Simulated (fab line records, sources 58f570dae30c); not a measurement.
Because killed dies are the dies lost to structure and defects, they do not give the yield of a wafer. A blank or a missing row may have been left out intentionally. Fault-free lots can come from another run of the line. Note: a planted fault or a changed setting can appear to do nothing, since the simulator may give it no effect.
Which tool is to blame? | flow berkeley_cmos170 | 7 lots with 21 wafers sampled at 2 steps, on a route of 331 steps

== WHAT EACH GAUGE READ, for each wafer ==
UCB170_PSD_CD_MEAS_06 targets a cd of 1200 nm.
lot  | measured     | on        | cd_nm (nm)
L112 | day 7 01:56  | cd_sem-01 | 1197.8 1198.8 1198.3
L116 | day 8 02:54  | cd_sem-02 | 1200.4 1201.3 1201.0
L118 | day 8 19:13  | cd_sem-02 | 1201.1 1199.8 1200.0
L121 | day 9 06:00  | cd_sem-01 | - - -
L128 | day 10 06:51 | cd_sem-01 | 1195.9 1196.4 1196.1
L130 | day 11 04:49 | cd_sem-02 | 1202.1 1202.4 1202.0
L131 | day 11 13:39 | cd_sem-01 | 1198.4 1198.9 1198.3

== EACH LOT AND THE TOOL THAT RAN IT (in order: tool; ch and the chambers of the sampled wafers; start) ==
lot  | UCB170_PSD_DEVELOP_05
L112 | litho_track-03 ch 0, day 7 01:00
L116 | litho_track-04 ch 0, day 8 02:00
L118 | litho_track-02 ch 0, day 8 19:00
L121 | litho_track-02, day 9 05:00
L128 | litho_track-02 ch 0, day 10 06:00
L130 | litho_track-02 ch 0, day 11 04:00
L131 | litho_track-04 ch 0, day 11 13:00
- UCB170_PSD_DEVELOP_05: develop time 45 s.

== THE ANSWER, worked out from the rows above alone ==
Rule: the usual values come from the lots themselves. Put in order of their means at a reading, lots are off if they are a third of the lots or fewer, leave a main group of 4 or more, and stand apart from it by a gap of 3 or more times the standard deviation of the main group's means; of several such gaps the widest counts. The tables above print the reading to a certain number of digits; a main group whose means all agree to those digits is not used. Also off: a lot with no number at a reading for which 4 or more lots have one. Where the step has rows for the other lots, those lots are counted as sound.
Off: L121 (UCB170_PSD_CD_MEAS_06, cd_nm). Without a number there: L121. Mean 1199.4 nm and standard deviation 2 in the main group.
If a tool, at a process step before that reading, ran all the lots that are off and no sound lot after the first of them, it fits. Those tools and the gauges at UCB170_PSD_CD_MEAS_06 are tried in the same way. No candidate that was tried fits.

== WHAT THE SIMULATOR HAD INSERTED ==
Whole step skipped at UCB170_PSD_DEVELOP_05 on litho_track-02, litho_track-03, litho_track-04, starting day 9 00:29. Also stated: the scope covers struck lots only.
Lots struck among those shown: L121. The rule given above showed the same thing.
